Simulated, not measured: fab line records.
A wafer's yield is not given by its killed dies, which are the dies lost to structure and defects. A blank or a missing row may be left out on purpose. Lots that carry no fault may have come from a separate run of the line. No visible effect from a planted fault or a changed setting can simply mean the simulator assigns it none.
Which tool did it? | flow berkeley-cmos170 | Sampling: 14 lots, 42 wafers, 3 of 331 route steps

== WHAT THE GAUGES READ, wafer by wafer ==
UCB170_CONTACT_CD_MEAS_15 targets a cd of 700 nm.
lot  | measured     | on        | cd-nm (nm)
L605 | day 7 03:40  | cd-sem-02 | 699.4 700.7 699.7
L604 | day 7 05:36  | cd-sem-02 | 700.0 699.1 699.7
L608 | day 7 17:40  | cd-sem-01 | 699.6 699.6 699.3
L607 | day 8 04:46  | cd-sem-01 | 701.2 701.1 700.9
L610 | day 8 05:50  | cd-sem-01 | 702.0 700.9 701.5
L611 | day 8 06:40  | cd-sem-01 | 701.3 699.0 700.7
L612 | day 8 15:53  | cd-sem-01 | 701.5 700.8 701.6
L614 | day 9 10:01  | cd-sem-02 | 701.6 702.7 702.5
L616 | day 9 14:59  | cd-sem-01 | 700.3 701.4 700.8
L615 | day 9 15:15  | cd-sem-01 | 701.8 701.6 701.1
L620 | day 10 02:31 | cd-sem-01 | 698.6 697.5 700.2
L625 | day 11 18:40 | cd-sem-01 | 700.9 701.4 701.1
L626 | day 11 20:32 | cd-sem-01 | 703.0 702.8 701.9
L623 | day 11 20:47 | cd-sem-01 | 698.1 698.7 698.7

UCB170_V1_CD_MEAS_12 targets a cd of 700 nm.
lot  | measured     | on        | cd-nm (nm)
L605 | day 7 13:37  | cd-sem-01 | 700.3 699.4 702.2
L604 | day 7 14:01  | cd-sem-01 | 700.8 702.5 701.3
L608 | day 8 05:56  | cd-sem-02 | 698.9 698.4 698.7
L607 | day 8 16:14  | cd-sem-01 | 700.9 699.1 699.8
L610 | day 8 15:58  | cd-sem-02 | 698.4 699.2 700.3
L611 | day 8 16:24  | cd-sem-02 | 701.6 703.0 701.2
L612 | day 9 01:16  | cd-sem-01 | 700.1 698.9 702.5
L614 | day 9 17:23  | cd-sem-02 | 700.7 699.2 700.4
L616 | day 10 01:40 | cd-sem-01 | 700.7 700.6 699.4
L615 | day 10 00:53 | cd-sem-01 | 701.4 700.9 701.4
L620 | day 10 11:51 | cd-sem-02 | 700.1 698.8 699.5
L625 | day 12 07:41 | cd-sem-01 | 698.1 699.0 697.8
L626 | day 12 07:41 | cd-sem-02 | 699.2 700.0 699.4
L623 | day 12 07:58 | cd-sem-02 | 699.2 700.1 700.4

UCB170_V1_CD_MEAS_90 targets a cd of 700 nm.
lot  | measured     | on        | cd-nm (nm)
L605 | day 7 14:02  | cd-sem-02 | 700.5 698.9 703.5
L604 | day 7 14:27  | cd-sem-02 | 701.2 702.4 700.8
L608 | day 8 06:22  | cd-sem-01 | 698.2 698.9 698.6
L607 | day 8 16:40  | cd-sem-02 | 701.2 698.9 700.2
L610 | day 8 16:27  | cd-sem-01 | 698.0 699.0 699.9
L611 | day 8 16:50  | cd-sem-01 | 701.1 702.9 702.5
L612 | day 9 01:41  | cd-sem-01 | 700.1 699.4 703.2
L614 | day 9 17:49  | cd-sem-02 | 700.3 699.9 700.9
L616 | day 10 02:07 | cd-sem-02 | 701.9 699.9 700.6
L615 | day 10 01:19 | cd-sem-02 | 701.6 701.4 702.2
L620 | day 10 12:17 | cd-sem-01 | 699.6 698.9 699.1
L625 | day 12 08:07 | cd-sem-01 | 697.6 697.6 698.9
L626 | day 12 08:08 | cd-sem-02 | 699.0 700.2 699.1
L623 | day 12 08:24 | cd-sem-01 | 700.6 700.2 700.4

== EACH LOT AND THE TOOL THAT RAN IT (in order: tool; ch and the chambers of the sampled wafers; start) ==
Record: no process step prior to these readings.

== WHAT THE TOOLS THEMSELVES READ (means of the sampled wafers that have a number; where no wafer has one, the mark that the record gives instead) ==
The record holds no such reading with a usual standard deviation.

== THE ANSWER, worked out from the rows above alone ==
Rule: usual is defined by the lots themselves. Put in order of their means at a reading, lots are off if they are a third of the lots or fewer, leave a main group of 4 or more, and stand apart from it by a gap of 3 or more times the standard deviation of the main group's means; of several such gaps the widest counts. If all means in a main group match to the digits the tables above print for the reading, that group is not used. Also off: a lot with no number at a reading for which 4 or more lots have one. Any other lot the step has rows for is counted as sound. The gauges are gone through in route order, then the tools' own readings, and for those a lot's mean is taken as printed above. The first step at which some lot is off is used, and at that step the reading that is off furthest; a lot without a number counts as furthest.
No lot is off on any of the readings shown, so nothing can be concluded from this.

== WHAT HAD BEEN PUT IN BY THE SIMULATOR ==
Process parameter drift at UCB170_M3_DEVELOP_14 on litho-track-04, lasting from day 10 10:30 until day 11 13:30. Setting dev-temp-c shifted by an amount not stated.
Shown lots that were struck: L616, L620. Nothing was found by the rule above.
